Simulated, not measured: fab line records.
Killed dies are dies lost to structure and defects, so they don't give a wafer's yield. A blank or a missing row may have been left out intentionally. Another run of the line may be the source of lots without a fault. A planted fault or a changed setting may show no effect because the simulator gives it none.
Commonality check across tools -- flow berkeley-cmos170 -- Sampled: 13 lots, 39 wafers

## WHY IT WAS OPENED
On 1 of the 13 lots, a flag is raised at UCB170_ACTIVE_CD_MEAS_13 on the reading cd-nm. Wafers without a fault read 1200.1 nm, standard deviation 1.5.
Rule: a lot is flagged when every wafer of it that has a number lies more than 4 standard deviations from that mean, or none has a number. All remaining lots are regarded as sound.

lot,measured,on,"cd-nm (nm), wafer by wafer",flag
L419,day 5 09:54,cd-sem-01,1200.1 1200.4 1201.1,
L420,day 5 09:59,cd-sem-02,1197.8 1198.6 1197.9,
L421,day 5 21:28,cd-sem-01,1201.6 1200.9 1200.7,
L422,day 5 21:28,cd-sem-02,1200.3 1201.5 1200.4,
L424,day 6 10:45,cd-sem-01,1199.5 1198.9 1198.6,
L423,day 6 11:01,cd-sem-01,1203.5 1203.3 1202.9,
L426,day 7 02:08,cd-sem-02,1380.3 1380.0 1380.2,FLAGGED
L427,day 7 02:35,cd-sem-01,1198.6 1198.1 1198.2,
L434,day 8 09:58,cd-sem-02,1199.8 1201.2 1201.2,
L437,day 8 20:04,cd-sem-01,1200.4 1201.7 1202.5,
L436,day 8 20:20,cd-sem-01,1199.1 1199.3 1198.4,
L439,day 9 08:30,cd-sem-02,1201.0 1200.7 1201.3,
L440,day 9 08:44,cd-sem-01,1203.3 1201.3 1201.0,
On average the flagged lots read 1380.2 nm, which is +180.1 nm against the usual, or +99 or more standard deviations.

## WHICH TOOL EACH LOT WENT THROUGH
The record holds 1 process step before the reading, out of a route of 331 steps. Every cell lists first the tool, next ch and the chambers used by the sampled wafers, and last the start.
lot,flag,UCB170_ACTIVE_EXPOSE_10
L419,,"krf-scanner-01 ch 0, day 5 08:56"
L420,,"krf-scanner-02 ch 0, day 5 09:17"
L421,,"krf-scanner-02 ch 0, day 5 20:59"
L422,,"krf-scanner-01 ch 0, day 5 20:45"
L424,,"krf-scanner-02 ch 0, day 6 10:22"
L423,,"krf-scanner-01 ch 0, day 6 10:37"
L426,FLAGGED,"krf-scanner-01 ch 0, day 7 01:44"
L427,,"krf-scanner-02 ch 0, day 7 01:58"
L434,,"krf-scanner-01 ch 0, day 8 09:34"
L437,,"krf-scanner-01 ch 0, day 8 19:40"
L436,,"krf-scanner-02 ch 0, day 8 19:56"
L439,,"krf-scanner-01 ch 0, day 9 07:57"
L440,,"krf-scanner-02 ch 0, day 9 08:09"
What is done by these steps:
- UCB170_ACTIVE_EXPOSE_10: exposes mask ACTIVE, target cd 1200 nm.
- UCB170_ACTIVE_CD_MEAS_13: target cd 1200 nm.

## FLAGGED AGAINST TOTAL, ONE TOOL AT A TIME (gauges that did the reading follow at the end)
step,tool,lots run,flagged,share of the flagged lots,sound lots run after its first flagged lot
UCB170_ACTIVE_EXPOSE_10,krf-scanner-01,7,1,all,"3 (L434,L437,L439)"
UCB170_ACTIVE_EXPOSE_10,krf-scanner-02,6,0,none,-
UCB170_ACTIVE_CD_MEAS_13,cd-sem-01,8,0,none,-
UCB170_ACTIVE_CD_MEAS_13,cd-sem-02,5,1,all,"2 (L434,L439)"

## THE TABLE: WHAT IT ALLOWS
Every flagged lot went through 2 rows of the table: krf-scanner-01 at UCB170_ACTIVE_EXPOSE_10 and cd-sem-02 at UCB170_ACTIVE_CD_MEAS_13.
- krf-scanner-01 at UCB170_ACTIVE_EXPOSE_10: 1 of its 7 lots flagged. Sound lots ran on it after the first flagged one (L434, L437, L439), which a lasting fault on the whole tool wouldn't allow.
- cd-sem-02 at UCB170_ACTIVE_CD_MEAS_13: 1 of its 5 lots flagged. Sound lots ran on it after the first flagged one (L434, L439), which a lasting fault on the whole tool wouldn't allow.
No row of the table ran every flagged lot and no sound lot after the first.

## WHAT WAS PUT IN BY THE SIMULATOR
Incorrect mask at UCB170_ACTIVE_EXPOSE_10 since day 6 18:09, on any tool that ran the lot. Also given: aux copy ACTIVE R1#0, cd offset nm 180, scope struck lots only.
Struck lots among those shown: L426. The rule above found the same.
